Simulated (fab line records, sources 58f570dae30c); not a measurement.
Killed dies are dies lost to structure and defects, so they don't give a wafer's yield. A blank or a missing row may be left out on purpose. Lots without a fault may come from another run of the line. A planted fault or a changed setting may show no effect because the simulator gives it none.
Split-lot experiment | flow berkeley_cmos170 | 5 lots, 23 wafers read, on a route of 331 steps

THE SPLIT
At UCB170_M1_EXPOSE_06 (exposes mask METAL1, target cd 700 nm), the setting dose_mj was moved away from the recipe's 21 on 6 of the 23 wafers read, by +2.0% to +2.0%. The other wafers ran this setting at the recipe's value.

FROM THE SPLIT TO THE READING: what the file shows between them, 2 steps
- UCB170_M1_PEB_07
- UCB170_M1_DEVELOP_08: develop time 45 s

THE READING
cd_nm, in nm, at UCB170_M1_CD_MEAS_09 (target cd 700 nm). Fault-free wafers of this fab line usually give 699.4 nm, standard deviation 1.1 nm.

wafer  | tool, chamber at the split | dose_mj as run | against the recipe | cd_nm, nm | against lot-mates on the recipe
L075.1 | krf_scanner-02, 0          | 21             | recipe             | 698.3     | -
L075.2 | krf_scanner-02, 0          | 21.43          | +2.0%              | 695.2     | -3.5
L075.3 | krf_scanner-02, 0          | 21.43          | +2.0%              | 696.8     | -1.9
L075.4 | krf_scanner-02, 0          | 21.43          | +2.0%              | 695.9     | -2.8
L075.6 | krf_scanner-02, 0          | 21             | recipe             | 699.1     | -
L074.1 | krf_scanner-01, 0          | 21             | recipe             | 698.7     | -
L074.2 | krf_scanner-01, 0          | 21             | recipe             | 699.5     | -
L074.3 | krf_scanner-01, 0          | 21             | recipe             | 698.6     | -
L074.4 | krf_scanner-01, 0          | 21             | recipe             | 699.4     | -
L074.6 | krf_scanner-01, 0          | 21             | recipe             | 698.9     | -
L077.1 | krf_scanner-02, 0          | 21.42          | +2.0%              | 694.6     | -4.5
L077.2 | krf_scanner-02, 0          | 21.42          | +2.0%              | 695.4     | -3.8
L077.3 | krf_scanner-02, 0          | 21             | recipe             | 699.4     | -
L077.5 | krf_scanner-02, 0          | 21             | recipe             | 698.9     | -
L077.6 | krf_scanner-02, 0          | 21.42          | +2.0%              | 695.2     | -3.9
L083.2 | krf_scanner-01, 0          | 21             | recipe             | 700.0     | -
L083.4 | krf_scanner-01, 0          | 21             | recipe             | 699.9     | -
L083.6 | krf_scanner-01, 0          | 21             | recipe             | 700.3     | -
L082.1 | krf_scanner-01, 0          | 21             | recipe             | 699.9     | -
L082.2 | krf_scanner-01, 0          | 21             | recipe             | 700.4     | -
L082.3 | krf_scanner-01, 0          | 21             | recipe             | 700.2     | -
L082.4 | krf_scanner-01, 0          | 21             | recipe             | 700.9     | -
L082.6 | krf_scanner-01, 0          | 21             | recipe             | 699.6     | -

THE FIT
A straight line over all 23 wafers: cd_nm changes by -1.98 nm for each +1% of dose_mj; r = -0.93; the points scatter about the line by 0.74 nm.
The same after taking each lot's own level away (the mean of its wafers on the recipe; 23 wafers): -1.68 nm for each +1%; r = -0.94; scatter 0.57 nm.
On that fit, the largest move of dose_mj shifts the reading by 3.4 nm.
The lots' own levels span 698.70 to 700.20 nm, that is 1.4 times the standard deviation above.
So the lot-to-lot level changes the slope: the two fits differ.
Check: with one of the wafers moved furthest among these (+2.0%) left out of the fit, the line predicts -3.43 nm for it against its lot-mates. It came out at -3.5 nm against them.

OTHER SPLITS ON THESE WAFERS
These wafers also went through other splits before the reading. Each is held against what the fit with the lots' levels taken away leaves over:
other split on the same wafers                 | wafers away from the commonest value | r with cd_nm (lot level and that fit taken away)
UCB170_START_OXIDATION_02 temp_c               | 10                                   | +0.33
UCB170_GATE_PEB_10 peb_temp_c                  | 9                                    | +0.15
UCB170_PLDD_PEB_04 peb_temp_c                  | 7                                    | +0.12
UCB170_NSD_COAT_01 resist_thk_nm               | 8                                    | +0.26
UCB170_NSD_SOFTBAKE_02 time_s                  | 7                                    | -0.01
UCB170_SILICIDE_SPUTTER_01 chamber_pressure_pa | 15                                   | -0.22
UCB170_CONTACT_ETCH_18 time_s                  | 7                                    | +0.21

THE WHOLE CHAIN: every reading that the file lists as answering this split, in the file's order
step                 | what it does         | reading                                                   | change (the file's fit)              | r (the file's)
UCB170_M1_CD_MEAS_09 | target cd 700 nm     | cd_nm                                                     | -1.69 nm for each +1% of the setting | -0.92
UCB170_M1_ETCH_11    | etches BARC in N2/H2 | M1.cd_nm (the simulator's own value, which no gauge read) | -1.69 nm for each +1% of the setting | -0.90

THE FILE'S OWN FIT
cd_nm changes by -1.69 nm for each +1% of dose_mj, r = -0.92.
